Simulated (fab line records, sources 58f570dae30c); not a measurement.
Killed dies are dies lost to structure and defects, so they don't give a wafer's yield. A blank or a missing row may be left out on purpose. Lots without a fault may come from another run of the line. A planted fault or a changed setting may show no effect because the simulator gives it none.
Tool commonality check | flow berkeley_cmos170 | 14 lots, 48 wafers sampled

WHY IT WAS OPENED
At UCB170_V2_THK_MEAS_01 the reading V2_TEOS_THK is flagged on 2 of 14 lots. Wafers without a fault read 2002 nm, standard deviation 32.
Rule: a lot is flagged when every wafer of it that has a number lies more than 4 standard deviations from that mean, or none has a number. The other lots count as sound.

lot  | measured     | on            | V2_TEOS_THK (nm), wafer by wafer | flag
L654 | day 7 19:41  | film_metro-01 | 1993 1959 2027                   |
L655 | day 7 23:15  | film_metro-01 | 2019 2036 2068                   |
L656 | day 7 23:30  | film_metro-02 | 2025 2024 2063                   |
L660 | day 9 06:03  | film_metro-01 | 1975 2003 2036                   |
L659 | day 9 06:14  | film_metro-02 | 1946 1984 1978                   |
L661 | day 9 10:04  | film_metro-04 | 2006 2025 1990                   |
L663 | day 9 10:16  | film_metro-02 | 2043 2024 2030                   |
L662 | day 9 14:23  | film_metro-01 | 1960 1993 1977                   |
L668 | day 10 14:41 | film_metro-04 | 2017 2018 2074                   |
L664 | day 10 15:37 | film_metro-04 | 2153 2210 2146 2154 2210 2148    | FLAGGED
L672 | day 11 03:57 | film_metro-04 | 2157 2207 2184 2157 2204 2184    | FLAGGED
L673 | day 11 04:14 | film_metro-02 | 1943 1971 2019                   |
L674 | day 11 21:04 | film_metro-02 | 2026 1973 2051                   |
L675 | day 12 06:00 | film_metro-01 | 2006 1997 2028                   |
The numbers of the flagged lots are 2176 nm on average: +174 nm against the usual, or +5 standard deviations.

WHICH TOOL RAN EACH LOT
The record holds 1 process step before the reading, out of a route of 331 steps. In each cell: the tool, then ch and the chambers that the sampled wafers went through, then the start.
lot  | flag    | UCB170_V2_CVD_00
L654 |         | pecvd-02 ch 0,1, day 7 19:32
L655 |         | pecvd-04 ch 0,2, day 7 23:05
L656 |         | pecvd-01 ch 0,2, day 7 23:19
L660 |         | pecvd-02 ch 0,2, day 9 05:54
L659 |         | pecvd-01 ch 0,1,2, day 9 06:05
L661 |         | pecvd-02 ch 1,2, day 9 09:55
L663 |         | pecvd-04 ch 0,1,2, day 9 10:06
L662 |         | pecvd-01 ch 0,1, day 9 14:13
L668 |         | pecvd-04 ch 1,2, day 10 14:32
L664 | FLAGGED | pecvd-04 ch 0,1,2, day 10 15:26
L672 | FLAGGED | pecvd-04 ch 1,2, day 11 03:46
L673 |         | pecvd-02 ch 1,2, day 11 04:05
L674 |         | pecvd-02 ch 0,1, day 11 20:53
L675 |         | pecvd-01 ch 0,2, day 12 05:50
What these steps do:
- UCB170_V2_CVD_00: deposits SiO2 from TEOS/O2, target thk 2000 nm, time 250 s.
- UCB170_V2_THK_MEAS_01

FLAGGED OVER TOTAL, TOOL BY TOOL (the gauges that took the reading come last)
step                  | tool          | lots run | flagged | share of the flagged lots | sound lots run after its first flagged lot
UCB170_V2_CVD_00      | pecvd-01      | 4        | 0       | none                      | -
UCB170_V2_CVD_00      | pecvd-02      | 5        | 0       | none                      | -
UCB170_V2_CVD_00      | pecvd-04      | 5        | 2       | all                       | 0
UCB170_V2_THK_MEAS_01 | film_metro-01 | 5        | 0       | none                      | -
UCB170_V2_THK_MEAS_01 | film_metro-02 | 5        | 0       | none                      | -
UCB170_V2_THK_MEAS_01 | film_metro-04 | 4        | 2       | all                       | 0

WHAT THE TABLE ALLOWS
2 rows of the table ran every flagged lot: pecvd-04 at UCB170_V2_CVD_00, film_metro-04 at UCB170_V2_THK_MEAS_01.
- pecvd-04 at UCB170_V2_CVD_00: 2 of its 5 lots flagged. Its last sound lot is L668 (day 10 14:32), its first flagged lot L664 (day 10 15:26): a fault that began between those two fits. Its own readings lie more than 4 standard deviations out on every wafer of the flagged lots: run_length_s.
- film_metro-04 at UCB170_V2_THK_MEAS_01: 2 of its 4 lots flagged. Its last sound lot is L668 (day 10 14:41), its first flagged lot L664 (day 10 15:37): a fault that began between those two fits.
Counting lots can't tell these 2 tools apart, because each fits a fault that began at some hour. More lots, or a look at what each step does to the wafer, might.

WHAT THE SIMULATOR HAD PUT IN
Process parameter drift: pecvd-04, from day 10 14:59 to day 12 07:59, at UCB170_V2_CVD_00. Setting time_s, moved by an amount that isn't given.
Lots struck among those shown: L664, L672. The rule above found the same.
